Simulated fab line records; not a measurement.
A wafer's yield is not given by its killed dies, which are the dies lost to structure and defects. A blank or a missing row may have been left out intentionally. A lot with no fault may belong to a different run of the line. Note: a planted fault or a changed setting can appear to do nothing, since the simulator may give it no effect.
fab line records | flow rit-cmos
[record] lots = 6 wafers = 18 last-day = 7
route steps=202 shown PLDD@118 SPACER@125 NSD@131 PSD@142 SDANNEAL@153 M1@202
lots that met no fault: from a run of the same line without faults
start-h: start of the lot's first displayed wafer, in hours after the record's first day | wait-h: time in hours since the lot's previous step | " same as the row above | L1.1+2: a single row standing in for several wafers | - no value present, or no start provided | * or withheld: withheld | < > ~ a bound
route shown NAME@n: NAME is a module with steps in the file, n the number in the route of the first one | usual: the fault-free wafers' mean and standard deviation | same: alike in all rows | chamber/n: place in a boat | sites: per-site readings | _std_site: standard deviation of those values | _edge_site: mean of outer sites minus mean of inner sites | radius-mm: how far each site lies from the wafer's centre | mask NAME#n: copy n | behind: tool/chamber where the wafer was last shaped | hold: why the lot was held/for how many hours/how that ended | device: the n, p or np transistor that did not switch | end of line: tests run on the same wafers once the route is complete | step lacking rows: just its recipe | killed: count of dies lost to structure and defects at first sort (not the wafer's yield) | map: per-die view of a wafer (x killed, . not killed, _ where there is no die)
set.NAME: setting as actually run; set.NAME@STEP: the setting as run at that earlier step | model.NAME: the simulator's own value behind a step, which no gauge read
certain route steps with their lots: each step a table, each wafer a row
services: a tool's chamber out of use, with start hour (start-h, from the record's first day; less than 0 if before it), hours out, and reason
[[steps]]
[step RIT_PLDD_PEB_04]
[recipe] resist = NOVOLAK temp-c = withheld time-s = withheld
[step RIT_PLDD_DEVELOP_05]
[recipe] resist = NOVOLAK develop-time-s = 50 dev-temp-c = 23
[step RIT_PLDD_OVL_MEAS_06]
[usual] PLDD_OVL = -1.9/1.3
// columns lot.wafer tool chamber start-h wait-h PLDD_OVL[nm]
L530.2 overlay-02 - 73.41 - -2.8
L530.4 " - " " -1.3
L530.5 " - " " -1.8
L534.4 overlay-01 - 95.91 - -1.8
L534.5 " - " " -1.2
L534.6 " - " " -1.2
L542.1 overlay-01 - 129.79 - -2.1
L542.5 " - " " -1.5
L542.6 " - " " -2.4
L543.2 overlay-02 - 136.94 - -2.1
L543.3 " - " " -2.8
L543.5 " - " " -3.4
L545.3 overlay-02 - 144.62 - -4.0
L545.4 " - " " -2.1
L545.6 " - " " -3.4
L547.1 overlay-02 - 157.06 - -1.4
L547.3 " - " " -3.5
L547.5 " - " " -2.4
[step RIT_PLDD_HARDBAKE_07]
[recipe] resist = NOVOLAK temp-c = 140 time-s = 60
[step RIT_PLDD_IMPLANT_08]
[recipe] species = BF2 energy-kev = 20 dose-cm2 = 9e+14 tilt-deg = 7
[step RIT_PLDD_STRIP_09]
[recipe] chemistry = O2 time-s = 180 resist = NOVOLAK platen-temp-c = withheld power-w = 500 pressure-mtorr = 4000 o2-flow-sccm = 4000
[usual] drypump-motor-current-A = 5.7/0.62
// columns lot.wafer tool chamber start-h wait-h drypump-motor-current-A rf-hours-counter-h
L530.2 plasma-asher-01 1 73.74 0.1 5.1 27
L530.4 " 1 " " 5.1 -
L530.5 " 1 " " 5.1 -
L534.4 plasma-asher-04 0 96.28 0.1 5.8 -
L534.5 " 1 " " 6.9 -
L534.6 " 0 " " 5.8 -
L542.1 plasma-asher-04 1 130.12 0.1 6.8 51
L542.5 " 1 " " 6.9 -
L542.6 " 0 " " 5.8 -
L543.2 plasma-asher-01 1 137.36 0.1 5.1 35
L543.3 " 0 " " 5.8 -
L543.5 " 0 " " 5.8 -
L545.3 plasma-asher-01 1 145.00 0.1 5.1 -
L545.4 " 0 " " 5.8 -
L545.6 " 1 " " 5.1 -
L547.1 plasma-asher-01 1 157.40 0.1 5.1 37
L547.3 " 0 " " 5.8 -
L547.5 " 0 " " 5.8 -
[step RIT_PLDD_TW_MEAS_10]
[usual] PLDD_TW = 2357/21
// columns lot.wafer tool chamber start-h wait-h PLDD_TW
L530.2 film-metro-02 - 73.92 0.1 2327
L530.4 " - " " 2328
L530.5 " - " " 2325
L534.4 film-metro-02 - 96.43 0.1 2343
L534.5 " - " " 2334
L534.6 " - " " 2344
L542.1 film-metro-03 - 130.30 0.1 2376
L542.5 " - " " 2343
L542.6 " - " " 2345
L543.2 film-metro-04 - 137.55 0.1 2383
L543.3 " - " " 2371
L543.5 " - " " 2389
L545.3 film-metro-02 - 145.14 0.1 2362
L545.4 " - " " 2337
L545.6 " - " " 2350
L547.1 film-metro-02 - 157.57 0.1 2357
L547.3 " - " " 2347
L547.5 " - " " 2355
[step RIT_SPACER_CLEAN_00]
[recipe] chemistry = SC1 mix = 3:3:50 time-s = 600 temp-c = 75
[step RIT_SPACER_CLEAN_01]
[recipe] chemistry = dHF dilution = 50:1 time-s = 30
[step RIT_SPACER_CLEAN_02]
[recipe] chemistry = SC2 mix = 3:3:50 time-s = 600 temp-c = 75 dry = n2-spin
[step RIT_SPACER_CVD_03]
[recipe] material = Si3N4 target-thk-nm = 250 temp-c = 810 precursor = SiH2Cl2/NH3 time-s = 3300 pressure-mtorr = 304 sih2cl2-flow-sccm = 60 nh3-flow-sccm = 150
[step RIT_SPACER_THK_MEAS_04]
[recipe] reads = Si3N4_of_SPACER_CVD_03
[usual] SPACER_NITRIDE_THK = 250.6/2.3
// columns lot.wafer tool chamber start-h wait-h SPACER_NITRIDE_THK[nm]
L530.2 film-metro-01 - 77.33 0.0 252.9
L530.4 " - " " 251.4
L530.5 " - " " 250.9
L534.4 film-metro-01 - 98.77 0.0 250.5
L534.5 " - " " 250.0
L534.6 " - " " 251.8
L542.1 film-metro-01 - 133.63 0.0 251.0
L542.5 " - " " 250.1
L542.6 " - " " 250.9
L543.2 film-metro-01 - 139.89 0.0 251.0
L543.3 " - " " 248.8
L543.5 " - " " 250.0
L545.3 film-metro-03 - 147.48 0.0 248.9
L545.4 " - " " 249.3
L545.6 " - " " 249.1
L547.1 film-metro-01 - 160.59 0.0 251.8
L547.3 " - " " 251.9
L547.5 " - " " 248.3
[step RIT_SPACER_ETCHBACK_05]
[recipe] target-depth-a = 2500 SF6_flow_sccm = 30 CHF3_flow_sccm = 30 target = Si3N4 chemistry = SF6/CHF3 pressure-mtorr = 40 rf-w = 250 time-s = 240 stop-on = SiO2
[usual] drypump-motor-current-A = 5.9/0.45 oes-product-au = 0.843/0.012 throttle-valve-pct = 10.24/0.11
// columns lot.wafer tool chamber start-h wait-h drypump-motor-current-A oes-product-au rf-hours-counter-h throttle-valve-pct
L530.2 rie-diel-03 2 77.38 0.0 5.4 0.857 39 10.18
L530.4 " 0 " " 6.5 0.846 73 10.17
L530.5 " 0 " " 6.5 0.848 - 10.20
L534.4 rie-diel-02 1 98.80 0.0 6.4 0.851 59 10.19
L534.5 " 0 " " 5.9 0.857 - 10.14
L534.6 " 1 " " 6.4 0.846 - 10.19
L542.1 rie-diel-03 2 133.69 0.1 5.4 0.845 41 10.19
L542.5 " 1 " " 6.4 0.837 - 10.34
L542.6 " 2 " " 5.4 0.853 - 10.18
L543.2 rie-diel-03 3 139.94 0.0 5.2 0.848 141 10.26
L543.3 " 0 " " 6.5 0.847 74 10.18
L543.5 " 3 " " 5.2 0.836 - 10.25
L545.3 rie-diel-02 3 147.52 0.0 6.3 0.829 8 10.15
L545.4 " 2 " " 5.4 0.855 73 10.04
L545.6 " 1 " " 6.4 0.839 - 10.18
L547.1 rie-diel-02 3 160.65 0.1 6.3 0.830 8 10.14
L547.3 " 0 " " 5.9 0.862 1 10.14
L547.5 " 2 " " 5.4 0.844 - 10.02
[step RIT_NSD_HMDS_00]
[recipe] prime-time-s = 60 prime-temp-c = 140
[step RIT_NSD_COAT_01]
[recipe] resist = NOVOLAK spin-rpm = 3250 resist-thk-nm = 1000
[step RIT_NSD_SOFTBAKE_02]
[recipe] resist = NOVOLAK temp-c = 90 time-s = 60
[step RIT_NSD_EXPOSE_03]
[recipe] mask-id = M9 na = 0.57 target-cd-nm = 40700 dose-mj = 250
[step RIT_NSD_PEB_04]
[recipe] resist = NOVOLAK temp-c = withheld time-s = withheld
[step RIT_NSD_DEVELOP_05]
[recipe] resist = NOVOLAK develop-time-s = 50 dev-temp-c = 23
[step RIT_NSD_OVL_MEAS_06]
[usual] NSD_OVL = 0.2/1.5
// columns lot.wafer tool chamber start-h wait-h NSD_OVL[nm]
L530.2 overlay-01 - 78.39 - 3.4
L530.4 " - " " 2.6
L530.5 " - " " 2.3
L534.4 overlay-02 - 99.88 - 2.5
L534.5 " - " " 1.1
L534.6 " - " " -1.2
L542.1 overlay-01 - 134.69 - 0.9
L542.5 " - " " 0.6
L542.6 " - " " -0.5
L543.2 overlay-02 - 141.07 - -1.5
L543.3 " - " " -0.9
L543.5 " - " " -1.2
L545.3 overlay-02 - 148.66 - -0.6
L545.4 " - " " 0.0
L545.6 " - " " -1.0
L547.1 overlay-02 - 161.65 - -1.5
L547.3 " - " " -0.1
L547.5 " - " " -2.5
[step RIT_NSD_HARDBAKE_07]
[recipe] resist = NOVOLAK temp-c = 140 time-s = 60
[step RIT_NSD_IMPLANT_08]
[recipe] species = P energy-kev = 25 dose-cm2 = 1e+15 tilt-deg = 7
[step RIT_NSD_STRIP_09]
[recipe] chemistry = O2 time-s = 180 resist = NOVOLAK platen-temp-c = withheld power-w = 500 pressure-mtorr = 4000 o2-flow-sccm = 4000
[usual] drypump-motor-current-A = 5.8/0.61
// columns lot.wafer tool chamber start-h wait-h drypump-motor-current-A rf-hours-counter-h
L530.2 plasma-asher-03 0 78.72 0.1 5.1 44
L530.4 " 1 " " 5.1 -
L530.5 " 0 " " 5.2 -
L534.4 plasma-asher-02 1 100.25 0.1 5.4 -
L534.5 " 1 " " 5.4 -
L534.6 " 0 " " 5.5 -
L542.1 plasma-asher-03 0 135.03 0.1 5.1 2
L542.5 " 0 " " 5.2 -
L542.6 " 1 " " 5.1 -
L543.2 plasma-asher-02 1 141.40 0.1 5.4 49
L543.3 " 0 " " 5.6 -
L543.5 " 1 " " 5.4 -
L545.3 plasma-asher-02 0 149.04 0.1 5.6 -
L545.4 " 1 " " 5.4 -
L545.6 " 0 " " 5.6 -
L547.1 plasma-asher-02 0 161.99 0.1 5.6 51
L547.3 " 0 " " 5.6 -
L547.5 " 1 " " 5.4 -
[step RIT_NSD_TW_MEAS_10]
[usual] NSD_TW = 3129/22
// columns lot.wafer tool chamber start-h wait-h NSD_TW
L530.2 film-metro-02 - 78.90 0.1 3092
L530.4 " - " " 3106
L530.5 " - " " 3091
L534.4 film-metro-02 - 100.40 0.1 3096
L534.5 " - " " 3110
L534.6 " - " " 3094
L542.1 film-metro-03 - 135.20 0.1 3138
L542.5 " - " " 3138
L542.6 " - " " 3152
L543.2 film-metro-02 - 141.59 0.1 3100
L543.3 " - " " 3121
L543.5 " - " " 3098
L545.3 film-metro-02 - 149.18 0.1 3116
L545.4 " - " " 3132
L545.6 " - " " 3136
L547.1 film-metro-04 - 162.16 0.1 3147
L547.3 " - " " 3152
L547.5 " - " " 3164
[step RIT_PSD_HMDS_00]
[recipe] prime-time-s = 60 prime-temp-c = 140
[step RIT_PSD_COAT_01]
[recipe] resist = NOVOLAK spin-rpm = 3294 resist-thk-nm = 1000
[step RIT_PSD_SOFTBAKE_02]
[recipe] resist = NOVOLAK temp-c = 90 time-s = 60
[step RIT_PSD_EXPOSE_03]
[recipe] mask-id = M10 na = 0.57 target-cd-nm = 40900 dose-mj = 250
[step RIT_PSD_PEB_04]
[recipe] resist = NOVOLAK temp-c = withheld time-s = withheld
[step RIT_PSD_DEVELOP_05]
[recipe] resist = NOVOLAK develop-time-s = 50 dev-temp-c = 23
[step RIT_PSD_OVL_MEAS_06]
[usual] PSD_OVL = -1.0/1.4
// columns lot.wafer tool chamber start-h wait-h PSD_OVL[nm]
L530.2 overlay-02 - 79.81 - -2.5
L530.4 " - " " -2.0
L530.5 " - " " -1.9
L534.4 overlay-01 - 101.45 - -0.7
L534.5 " - " " -1.5
L534.6 " - " " -0.9
L542.1 overlay-02 - 136.11 - -1.4
L542.5 " - " " -1.0
L542.6 " - " " -0.7
L543.2 overlay-01 - 142.67 - -1.2
L543.3 " - " " -3.0
L543.5 " - " " -1.3
L545.3 overlay-02 - 150.21 - -1.1
L545.4 " - " " -2.9
L545.6 " - " " -0.4
L547.1 overlay-02 - 163.20 - -0.7
L547.3 " - " " 0.2
L547.5 " - " " -0.4
[step RIT_PSD_HARDBAKE_07]
[recipe] resist = NOVOLAK temp-c = 140 time-s = 60
[step RIT_PSD_IMPLANT_08]
[recipe] species = BF2 energy-kev = 27 dose-cm2 = 5e+15 tilt-deg = 7
[step RIT_PSD_STRIP_09]
[recipe] chemistry = O2 time-s = 180 resist = NOVOLAK platen-temp-c = withheld power-w = 500 pressure-mtorr = 4000 o2-flow-sccm = 4000
[usual] drypump-motor-current-A = 5.7/0.53
// columns lot.wafer tool chamber start-h wait-h drypump-motor-current-A rf-hours-counter-h
L530.2 plasma-asher-04 0 80.14 0.1 5.8 45
L530.4 " 0 " " 5.8 -
L530.5 " 0 " " 5.8 -
L534.4 plasma-asher-04 1 101.86 0.1 6.9 -
L534.5 " 1 " " 6.9 -
L534.6 " 0 " " 5.8 -
L542.1 plasma-asher-04 1 136.45 0.1 6.9 51
L542.5 " 0 " " 5.8 -
L542.6 " 1 " " 6.9 -
L543.2 plasma-asher-01 1 143.24 0.1 5.1 36
L543.3 " 0 " " 5.8 -
L543.5 " 1 " " 5.1 -
L545.3 plasma-asher-02 1 150.59 0.1 5.4 -
L545.4 " 0 " " 5.6 -
L545.6 " 0 " " 5.6 -
L547.1 plasma-asher-02 1 163.53 0.1 5.4 52
L547.3 " 1 " " 5.4 -
L547.5 " 1 " " 5.4 -
[step RIT_PSD_TW_MEAS_10]
[usual] PSD_TW = 3443/33
// columns lot.wafer tool chamber start-h wait-h PSD_TW
L530.2 film-metro-04 - 80.33 0.1 3480
L530.4 " - " " 3456
L530.5 " - " " 3460
L534.4 film-metro-04 - 102.00 0.1 3483
L534.5 " - " " 3483
L534.6 " - " " 3491
L542.1 film-metro-03 - 136.63 0.1 3448
L542.5 " - " " 3437
L542.6 " - " " 3421
L543.2 film-metro-04 - 143.42 0.1 3492
L543.3 " - " " 3493
L543.5 " - " " 3471
L545.3 film-metro-03 - 150.73 0.1 3471
L545.4 " - " " 3466
L545.6 " - " " 3469
L547.1 film-metro-02 - 163.71 0.1 3447
L547.3 " - " " 3451
L547.5 " - " " 3448
[step RIT_SDANNEAL_CLEAN_00]
[recipe] chemistry = SC1 mix = 3:3:50 time-s = 600 temp-c = 75
[step RIT_SDANNEAL_CLEAN_01]
[recipe] chemistry = dHF dilution = 50:1 time-s = 30
[step RIT_SDANNEAL_CLEAN_02]
[recipe] chemistry = SC2 mix = 3:3:50 time-s = 600 temp-c = 75 dry = n2-spin
[step RIT_SDANNEAL_RTA_03]
[recipe] temp-c = 1050 time-s = 5 idle-temp-c = 600 ramp-up-c-per-s = 342 ramp-down-c-per-s = 171 cool-to-c = 600 ambient = N2
[usual] ramp-up-c-per-s = 342.00/0.062 wafer_temp_C_max = 1053.7/1.2
// columns lot.wafer tool chamber start-h wait-h ramp-up-c-per-s wafer_temp_C_max
L530.2 rtp-anneal-02 0 80.75 0.0 342.02 1052.5
L530.4 " 0 " " 341.89 1053.9
L530.5 " 0 " " 341.95 1055.1
L534.4 rtp-anneal-02 0 102.43 0.0 342.06 1053.4
L534.5 " 0 " " 342.09 1053.9
L534.6 " 0 " " 341.90 1054.8
L542.1 rtp-anneal-02 0 137.09 0.0 341.95 1055.0
L542.5 " 0 " " 341.96 1053.1
L542.6 " 0 " " 341.92 1055.1
L543.2 rtp-anneal-01 0 143.88 0.0 342.03 1052.8
L543.3 " 0 " " 342.12 1052.2
L543.5 " 0 " " 341.94 1051.4
L545.3 rtp-anneal-01 0 151.15 0.0 342.03 1054.3
L545.4 " 0 " " 341.98 1054.1
L545.6 " 0 " " 342.07 1052.3
L547.1 rtp-anneal-01 0 164.14 0.0 342.02 1055.8
L547.3 " 0 " " 342.08 1053.1
L547.5 " 0 " " 342.01 1053.2
[step RIT_SDANNEAL_RS_MEAS_04]
[recipe] thk-meas-gauge = four-point-probe
[usual] PSD_RS = 115.93/0.26
// columns lot.wafer tool chamber start-h wait-h PSD_RS[ohm/sq]
L530.2 film-metro-03 - 80.82 0.1 115.88
L530.4 " - " " 115.74
L530.5 " - " " 115.85
L534.4 film-metro-04 - 102.52 0.1 116.23
L534.5 " - " " 116.33
L534.6 " - " " 116.18
L542.1 film-metro-02 - 137.15 0.0 115.88
L542.5 " - " " 115.55
L542.6 " - " " 116.07
L543.2 film-metro-04 - 143.95 0.1 116.05
L543.3 " - " " 115.79
L543.5 " - " " 115.74
L545.3 film-metro-02 - 151.23 0.1 115.69
L545.4 " - " " 115.57
L545.6 " - " " 115.83
L547.1 film-metro-03 - 164.19 0.0 116.30
L547.3 " - " " 116.22
L547.5 " - " " 116.22
[step RIT_SDANNEAL_RS_MEAS_05]
[recipe] thk-meas-gauge = four-point-probe
[usual] NSD_RS = 84.58/0.25
// columns lot.wafer tool chamber start-h wait-h NSD_RS[ohm/sq]
L530.2 film-metro-03 - 80.94 0.1 84.25
L530.4 " - " " 84.67
L530.5 " - " " 84.67
L534.4 film-metro-04 - 102.64 0.1 84.49
L534.5 " - " " 84.82
L534.6 " - " " 84.52
L542.1 film-metro-02 - 137.27 0.1 84.67
L542.5 " - " " 84.51
L542.6 " - " " 84.24
L543.2 film-metro-04 - 144.07 0.1 84.33
L543.3 " - " " 84.16
L543.5 " - " " 84.15
L545.3 film-metro-02 - 151.35 0.1 84.35
L545.4 " - " " 84.38
L545.6 " - " " 84.41
L547.1 film-metro-03 - 164.31 0.1 84.75
L547.3 " - " " 84.61
L547.5 " - " " 84.75
[step RIT_SDANNEAL_RS_MEAS_06]
[recipe] thk-meas-gauge = four-point-probe
[usual] PLDD_RS = 178.8/0.34
// columns lot.wafer tool chamber start-h wait-h PLDD_RS[ohm/sq]
L530.2 film-metro-03 - 81.06 0.1 178.6
L530.4 " - " " 179.1
L530.5 " - " " 179.2
L534.4 film-metro-04 - 102.76 0.1 179.1
L534.5 " - " " 178.6
L534.6 " - " " 178.5
L542.1 film-metro-02 - 137.39 0.1 178.6
L542.5 " - " " 178.8
L542.6 " - " " 178.5
L543.2 film-metro-04 - 144.19 0.1 178.7
L543.3 " - " " 178.5
L543.5 " - " " 178.2
L545.3 film-metro-02 - 151.47 0.1 178.5
L545.4 " - " " 178.5
L545.6 " - " " 178.8
L547.1 film-metro-03 - 164.43 0.1 179.1
L547.3 " - " " 178.2
L547.5 " - " " 179.2
[step RIT_M1_PROBE_99]
[usual] killed-at-contacts = 0.0/0.16 killed-at-front-end = 7.1/2.7 killed-dies = 7.2/2.7 killed-open = 3.5/1.9 killed-short = 3.6/1.9
[same] gross-dies = 264 killed_at_M0_to_M3 = 0 killed_at_M4_up = 0 killed-at-back-side = 0 killed-at-other = 0
// columns lot.wafer tool chamber start-h wait-h hold killed-at-contacts killed-at-front-end killed-dies killed-open killed-short
L530.2 prober-01 - 88.26 0.1 - 0 6 6 5 1
L530.4 prober-01 - 88.36 0.2 - 0 6 6 4 2
L530.5 prober-01 - 88.41 0.2 - 0 8 8 2 6
L534.4 prober-01 - 110.24 0.2 - 0 7 7 3 4
L534.5 prober-01 - 110.29 0.2 - 0 10 10 5 5
L534.6 prober-01 - 110.34 0.2 - 1 3 4 1 3
L542.1 prober-01 - 145.06 0.1 await-dispo/4.2h/release 0 43 43 4 2
L542.5 prober-01 - 145.26 0.2 await-dispo/4.2h/release 0 24 24 1 4
L542.6 prober-01 - 145.31 0.2 await-dispo/4.2h/release 0 41 41 3 6
L543.2 prober-02 - 151.62 0.1 await-dispo/4.2h/release 0 46 46 6 7
L543.3 prober-02 - 151.67 0.2 await-dispo/4.2h/release 0 38 38 2 1
L543.5 prober-02 - 151.77 0.2 await-dispo/4.2h/release 0 36 36 5 2
L545.3 prober-02 - 158.65 0.2 - 0 7 7 2 5
L545.4 prober-02 - 158.70 0.2 - 0 6 6 3 2
L545.6 prober-02 - 158.80 0.2 - 0 3 3 0 3
L547.1 prober-02 - 171.82 0.1 - 0 6 6 3 3
L547.3 prober-02 - 171.92 0.2 - 0 7 7 6 1
L547.5 prober-02 - 172.02 0.2 - 0 1 1 0 1
// killed by level:class
L530.2 GATE:geometric-particle:open=3 SPACER:geometric-particle:open=2 REOX:geometric-particle:short=1
L530.4 REOX:geometric-particle:open=2 GATE:geometric-particle:short=1 GATE:geometric-particle:open=1 REOX:geometric-particle:short=1 SILICIDE:geometric-particle:open=1
L530.5 GATE:geometric-particle:short=2 REOX:geometric-particle:short=2 REOX:geometric-particle:open=2 SPACER:geometric-particle:short=1 SILICIDE:geometric-particle:short=1
L534.4 SPACER:geometric-particle:short=2 FOX1:geometric-particle:open=1 GATE:geometric-particle:open=1 GATE:geometric-particle:short=1 REOX:geometric-particle:open=1 REOX:geometric-particle:short=1
L534.5 GATE:geometric-particle:short=4 GATE:geometric-particle:open=3 FOX1:geometric-particle:open=2 SPACER:geometric-particle:short=1
L534.6 GATE:geometric-particle:short=1 GATE:geometric-particle:open=1 REOX:geometric-particle:short=1 CONTACT:geometric-particle:short=1
L542.1 SPACER:unspecified=35 GATE:geometric-particle:open=2 NRETRO:coat-microbubble-printed=2 FOX1:geometric-particle:open=1 FOX1:geometric-particle:short=1 REOX:geometric-particle:short=1 SILICIDE:geometric-particle:open=1
L542.5 SPACER:unspecified=19 REOX:geometric-particle:short=2 SPACER:geometric-particle:short=1 SILICIDE:geometric-particle:open=1 SILICIDE:geometric-particle:short=1
L542.6 SPACER:unspecified=31 GATE:geometric-particle:short=3 GATE:geometric-particle:open=2 SILICIDE:geometric-particle:short=2 REOX:geometric-particle:short=1 SPACER:geometric-particle:open=1 NRETRO:coat-microbubble-printed=1
L543.2 SPACER:unspecified=32 GATE:geometric-particle:open=4 GATE:geometric-particle:short=4 REOX:geometric-particle:short=2 SPACER:geometric-particle:open=2 FOX2:geometric-particle:short=1 NSD:coat-microbubble-printed=1
L543.3 SPACER:unspecified=35 GATE:geometric-particle:short=1 GATE:geometric-particle:open=1 SPACER:geometric-particle:open=1
L543.5 SPACER:unspecified=29 GATE:geometric-particle:open=3 FOX2:geometric-particle:open=1 FOX2:geometric-particle:short=1 GATE:geometric-particle:short=1 SPACER:geometric-particle:open=1
L545.3 GATE:geometric-particle:open=2 GATE:geometric-particle:short=2 REOX:geometric-particle:short=2 SPACER:geometric-particle:short=1
L545.4 REOX:geometric-particle:open=2 GATE:geometric-particle:short=1 GATE:geometric-particle:open=1 SILICIDE:geometric-particle:short=1 GATE:coat-microbubble-printed=1
L545.6 FOX2:geometric-particle:short=1 GATE:geometric-particle:short=1 REOX:geometric-particle:short=1
L547.1 SPACER:geometric-particle:short=2 FOX2:geometric-particle:open=1 GATE:geometric-particle:open=1 REOX:geometric-particle:short=1 SPACER:geometric-particle:open=1
L547.3 GATE:geometric-particle:open=4 FOX1:geometric-particle:open=1 REOX:geometric-particle:open=1 SPACER:geometric-particle:short=1
L547.5 REOX:geometric-particle:short=1
// map L542.1 (x killed, . not)
________......._______
_____.............____
____x..............___
___....x............__
__.........x...x....._
__........x.........._
_.....................
_.....................
_.....x..xxx..........
_.....xxxxx.........x.
__....xxxxxxx........_
__....xxxxxxxx......._
___...xxxxxx........__
____x..xxxx.x......___
_____x............____
________......._______
// map L543.2 (x killed, . not)
________......._______
_____....x...x....____
____...............___
___.................__
__....x.............._
__.......x.....x....._
_....xxxx.x...........
_...xxxxxxx...........
_...xxxxxxx.x.........
_...xxxxxx..x.........
__...xxxx.x..x..x...._
__.....x.......x.xx.._
___....x............__
____......x.x......___
_____.............____
________......._______
[[services]]
// columns tool chamber start-h hours kind
rie-diel-03 - 57.93 0.6 repair
rie-diel-02 0 76.36 - clean
rie-diel-02 0 76.36 14.8 scheduled-down
rie-diel-02 0 76.36 14.8 vent-cycle
rie-diel-02 3 87.02 10.5 repair
rie-diel-03 0 98.90 9.8 repair
plasma-asher-03 - 108.75 9.0 pm
plasma-asher-03 0 108.75 9.0 vent-cycle
plasma-asher-03 1 108.75 9.0 vent-cycle
rie-diel-03 0 109.05 15.7 repair
plasma-asher-02 - 109.58 2.8 pm
rie-diel-02 - 115.48 14.6 pm
plasma-asher-03 0 117.75 - clean
plasma-asher-03 1 117.75 - clean
rtp-anneal-01 - 158.18 3.7 pm
[[key]]
[first-sign] step = RIT_M1_PROBE_99 reading = killed-at-front-end direction = up sigmas = 11 usual = 7.1 struck = 38
[effect] step = RIT_M1_PROBE_99 reading = killed-dies direction = up sigmas = 11 usual = 7.2 struck = 38
met-at RIT_SPACER_ETCHBACK_05
struck-wafers L542.1,L542.5,L542.6,L543.2,L543.3,L543.5
tester-left-out L542,L543
onset-between 77.38 133.69
[fault] kind = chamber-particle-source tool = rie-diel-03 chamber = - onset-h = 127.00 steps = RIT_SPACER_ETCHBACK_05 rate-per-visit-cm2 = 0.9889 end-h = 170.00
// tester-left-out: of these lots the tester's yield and bins aren't shown, on N5 and GAA mostly nor the transistor test; their killed dies are dies lost to structure and defects alone, not to doping, threshold or leakage, so they don't give the yield
